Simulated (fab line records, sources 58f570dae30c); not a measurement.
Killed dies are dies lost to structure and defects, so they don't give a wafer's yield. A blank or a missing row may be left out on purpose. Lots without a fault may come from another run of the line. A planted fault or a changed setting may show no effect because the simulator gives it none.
A struck lot beside a sound one | flow berkeley_cmos170 | 21 steps out of a route of 331
Sound: wafers L797.3, L797.4, L797.6. Struck: wafers L809.1, L809.5, L809.6. The cause comes at the end.
At each step with rows: each side's tool, then ch and its chambers, then its first start. Under that, the readings that differ: sound wafers | struck wafers | difference of the means | sigmas: that difference in standard deviations of wafers without a fault.
alike: readings whose means differ by less than 2 such deviations, and words and numbers that are the same on both sides. not compared: withheld readings, readings that some wafer has no value for, bounds like >300 that may hide the same value, and numbers for which the record gives no deviation and whose values overlap.
The two part at a step that has a row with sigmas, a row that says differs or no value, or rows on one side only. Numbers that don't overlap but have no deviation are shown without sigmas and don't part them. A reading that every wafer of one side lacks parts them only if that side has two wafers or more.

UCB170_CONTACT_OVL_MEAS_16:
  sound on overlay-02, day 7 12:37; struck on overlay-02, day 9 20:33
  reading          | sound    | struck  | difference | sigmas
  CONTACT_OVL (nm) | -4 -8 -5 | 12 10 7 | +15        | +3
UCB170_CONTACT_ETCH_17: etches BARC in N2/H2.
  sound on rie_diel-04 ch 1,2, day 7 12:38; struck on rie_diel-04 ch 2,3, day 9 20:35
  alike: drypump_motor_current_A, oes_product_au, rf_fwd_power_W, throttle_valve_pct
UCB170_CONTACT_ETCH_18: etches PSG in CHF3/CF4/Ar, stops on TiSi2, target depth 840 nm, time 195 s.
  sound on rie_diel-04 ch 1,2; struck on rie_diel-04 ch 2,3
  alike: drypump_motor_current_A, oes_product_au, rf_fwd_power_W, throttle_valve_pct
  not compared: rf_hours_counter_h
UCB170_CONTACT_STRIP_19: strips in O2.
  sound on plasma_asher-03 ch 0,1, day 7 12:50; struck on plasma_asher-03 ch 0,1, day 9 20:46
  alike: drypump_motor_current_A, oes_product_au
  not compared: rf_hours_counter_h
UCB170_CONTACT_CD_MEAS_90: target cd 700 nm.
  sound on cd_sem-01, day 7 12:56; struck on cd_sem-01, day 9 20:52
  alike: cd_nm
then, 1 step without rows for these wafers: UCB170_CONTACT_CLEAN_20 (cleans in SPM, time 600 s).
UCB170_M1_SPUTTER_00: material Al, target thk 600 nm, time 80 s.
  sound on pvd_sputter-02, day 7 13:17; struck on pvd_sputter-02, day 9 21:15
  alike: throttle_valve_pct
UCB170_M1_RS_MEAS_01: measures by four-point-probe.
  sound on film_metro-03, day 7 13:23; struck on film_metro-02, day 9 21:19
  alike: M1_AL_RS
UCB170_M1_THK_MEAS_02: measures by xrf.
  sound on film_metro-03, day 7 13:29; struck on film_metro-02, day 9 21:26
  alike: M1_AL_THK
then, 3 steps without rows for these wafers: UCB170_M1_COAT_03; UCB170_M1_COAT_04 (resist thk 900 nm); UCB170_M1_SOFTBAKE_05 (time 60 s).
UCB170_M1_EXPOSE_06: exposes mask METAL1, target cd 700 nm.
  sound on krf_scanner-01 ch 0, day 7 14:11; struck on krf_scanner-01 ch 0, day 9 22:49
  reading | sound                      | struck                              | difference | sigmas
  mask    | METAL1#0 METAL1#0 METAL1#0 | METAL1_R1#0 METAL1_R1#0 METAL1_R1#0 | differs    |
  alike: exposure_dose_mJ_cm2
then, 2 steps without rows for these wafers: UCB170_M1_PEB_07; UCB170_M1_DEVELOP_08 (develop time 45 s).
UCB170_M1_CD_MEAS_09: target cd 700 nm.
  sound on cd_sem-01, day 7 15:01; struck on cd_sem-01, day 10 00:14
  reading    | sound             | struck            | difference | sigmas
  cd_nm (nm) | 702.1 700.8 701.1 | 615.8 614.7 613.2 | -86.8      | -67
UCB170_M1_OVL_MEAS_10:
  sound on overlay-01, day 7 15:06; struck on overlay-01, day 10 00:21
  reading     | sound | struck    | difference | sigmas
  M1_OVL (nm) | 0 8 4 | -3 -8 -12 | -12        | -2
UCB170_M1_ETCH_11: etches BARC in N2/H2.
  sound on rie_diel-03 ch 1,3, day 7 15:08; struck on rie_diel-03 ch 2,3, day 10 00:23
  reading             | sound             | struck          | difference | sigmas
  model.M1.cd_nm (nm) | 702.8 701.3 701.2 | 615.7 614.2 613 | -87.5      |
  alike: drypump_motor_current_A, oes_product_au, rf_fwd_power_W, throttle_valve_pct
UCB170_M1_METAL_ETCH_12: etches Al in Cl2/BCl3, stops on PSG, target depth 780 nm, time 130 s.
  sound on rie_metal-01 ch 0,1, day 7 15:13; struck on rie_metal-03 ch 0,1, day 10 00:26
  reading             | sound             | struck            | difference | sigmas
  model.M1.cd_nm (nm) | 702.2 700.8 700.9 | 614.7 612.4 611.3 | -88.5      |
  alike: drypump_motor_current_A, oes_product_au, rf_fwd_power_W, throttle_valve_pct
  not compared: rf_hours_counter_h
UCB170_M1_STRIP_13: strips in O2.
  sound on plasma_asher-03 ch 0,1, day 7 15:20; struck on plasma_asher-04 ch 0,1, day 10 00:34
  reading                     | sound       | struck      | difference | sigmas
  drypump_motor_current_A (A) | 5.2 5.3 5.2 | 6.3 6.3 6.3 | +1.1       | +2
  alike: oes_product_au
  not compared: rf_hours_counter_h
UCB170_M3_PROBE_99:
  sound on prober-02, day 8 07:50; struck on prober-02, day 10 21:56
  reading                      | sound           | struck            | difference | sigmas
  model.etest.m1.width_nm (nm) | 706.2 699.9 705 | 610.4 613.5 611.6 | -91.9      |

WHERE THEY PART
First at UCB170_CONTACT_OVL_MEAS_16; last, within this record, at UCB170_M1_STRIP_13.

WHY: what the simulator had put in
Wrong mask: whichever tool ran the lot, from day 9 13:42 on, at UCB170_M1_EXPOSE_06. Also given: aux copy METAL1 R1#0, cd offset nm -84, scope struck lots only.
